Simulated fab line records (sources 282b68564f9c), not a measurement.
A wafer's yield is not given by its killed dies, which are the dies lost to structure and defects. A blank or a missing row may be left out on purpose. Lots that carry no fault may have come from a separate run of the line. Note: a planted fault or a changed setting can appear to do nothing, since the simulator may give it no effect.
Which of the tools did it?	flow rit_cmos	45 wafers from 15 lots sampled at 3 of the route's 202 steps

WHAT EACH GAUGE READ, for each wafer
RIT_PWELL_TW_MEAS_10. Usual: PWELL_TW 962, standard deviation 11.
lot	measured	on	PWELL_TW	flag
L761	day 1 22:36	film_metro-01	946 946 943	
L763	day 2 08:35	film_metro-01	941 939 937	
L764	day 2 13:38	film_metro-04	965 965 963	
L767	day 3 04:46	film_metro-03	975 969 970	
L770	day 4 03:44	film_metro-03	974 975 976	
L772	day 4 08:16	film_metro-04	953 958 957	
L773	day 4 11:39	film_metro-03	972 973 972	
L774	day 4 16:56	film_metro-04	956 959 961	
L776	day 5 03:41	film_metro-01	955 958 954	
L777	day 5 06:42	film_metro-04	960 958 965	
L778	day 5 12:56	film_metro-03	973 977 971	
L779	day 5 17:52	film_metro-03	970 971 978	
L780	day 5 23:59	film_metro-03	967 974 974	
L781	day 6 02:44	film_metro-04	959 959 960	
L782	day 6 08:56	film_metro-04	957 960 957	

RIT_NLDD_OVL_MEAS_06. Usual: NLDD_OVL -0.6 nm, standard deviation 1.4.
lot	measured	on	NLDD_OVL (nm)	flag
L761	day 2 17:12	overlay-02	-1.6 -1.0 -2.2	
L763	day 3 02:59	overlay-02	-0.4 0.8 -0.7	
L764	day 3 09:54	overlay-01	0.2 -1.3 -0.5	
L767	day 4 05:44	overlay-02	-1.7 -1.9 -2.5	
L770	day 4 23:15	overlay-01	-1.5 -1.4 -1.6	
L772	day 5 06:45	overlay-02	1.1 2.3 2.5	
L773	day 5 06:59	overlay-02	-0.4 -1.7 -1.1	
L774	day 5 12:11	overlay-02	0.8 0.8 2.2	
L776	day 5 21:29	overlay-02	-2.8 -4.0 -1.6	
L777	day 6 00:46	overlay-01	0.9 0.5 1.4	
L778	day 6 08:19	overlay-01	-1.5 -0.7 -1.8	
L779	day 6 12:44	overlay-01	1.4 0.7 1.7	
L780	day 6 18:24	overlay-02	-0.6 0.2 -0.4	
L781	day 6 21:07	overlay-02	-0.4 -0.8 1.7	
L782	day 7 03:47	overlay-01	1.4 1.6 1.0	

EACH LOT AND THE TOOL THAT RAN IT (in order: tool; ch and the chambers of the sampled wafers; start)
lot	RIT_NRETRO_STRIP_09
L761	plasma_asher-01 ch 0,1, day 2 05:28
L763	plasma_asher-02 ch 0,1, day 2 15:17
L764	plasma_asher-02 ch 0,1, day 2 21:01
L767	plasma_asher-01 ch 0,1, day 3 12:28
L770	plasma_asher-03 ch 1, day 4 11:47
L772	plasma_asher-01 ch 1, day 4 15:58
L773	plasma_asher-03 ch 0,1, day 4 18:21
L774	plasma_asher-01 ch 0,1, day 4 23:56
L776	plasma_asher-02 ch 0,1, day 5 10:23
L777	plasma_asher-02 ch 0,1, day 5 13:27
L778	plasma_asher-02 ch 0,1, day 5 19:44
L779	plasma_asher-03 ch 0,1, day 6 00:53
L780	plasma_asher-03 ch 0,1, day 6 06:52
L781	plasma_asher-02 ch 0,1, day 6 10:13
L782	plasma_asher-03 ch 0,1, day 6 15:46
- RIT_NRETRO_STRIP_09: strips in O2, time 180 s.

AS READ BY THE TOOLS THEMSELVES (means over the sampled wafers that have a number; for cases with no such wafer, the mark the record gives instead)
RIT_NRETRO_STRIP_09. Usual: drypump_motor_current_A reads 5.8 A (standard deviation 0.39).
lot	tool	drypump_motor_current_A (A)	flag
L761	plasma_asher-01	6.2	
L763	plasma_asher-02	5.4	
L764	plasma_asher-02	5.4	
L767	plasma_asher-01	6.2	
L770	plasma_asher-03	5.4	
L772	plasma_asher-01	6.2	
L773	plasma_asher-03	5.6	
L774	plasma_asher-01	6.2	
L776	plasma_asher-02	5.4	
L777	plasma_asher-02	5.4	
L778	plasma_asher-02	5.4	
L779	plasma_asher-03	5.6	
L780	plasma_asher-03	5.6	
L781	plasma_asher-02	5.4	
L782	plasma_asher-03	5.6	

THE ANSWER, worked out from the rows above alone
Rule: a lot counts as off when the mean over its wafers that have a number is more than 3 standard deviations away from the usual mean. A lot without any number at a reading at which 4 lots or more have one is off too. Where the step has rows for the other lots, those lots are counted as sound. First the gauges in route order, then the tools' own readings, where a lot's mean is used as printed above. The first step at which some lot is off is used, and at that step the reading that is off furthest; a lot without a number counts as furthest.
No lot is off on any of the readings shown, so nothing can be concluded from this.

WHAT THE SIMULATOR HAD INSERTED
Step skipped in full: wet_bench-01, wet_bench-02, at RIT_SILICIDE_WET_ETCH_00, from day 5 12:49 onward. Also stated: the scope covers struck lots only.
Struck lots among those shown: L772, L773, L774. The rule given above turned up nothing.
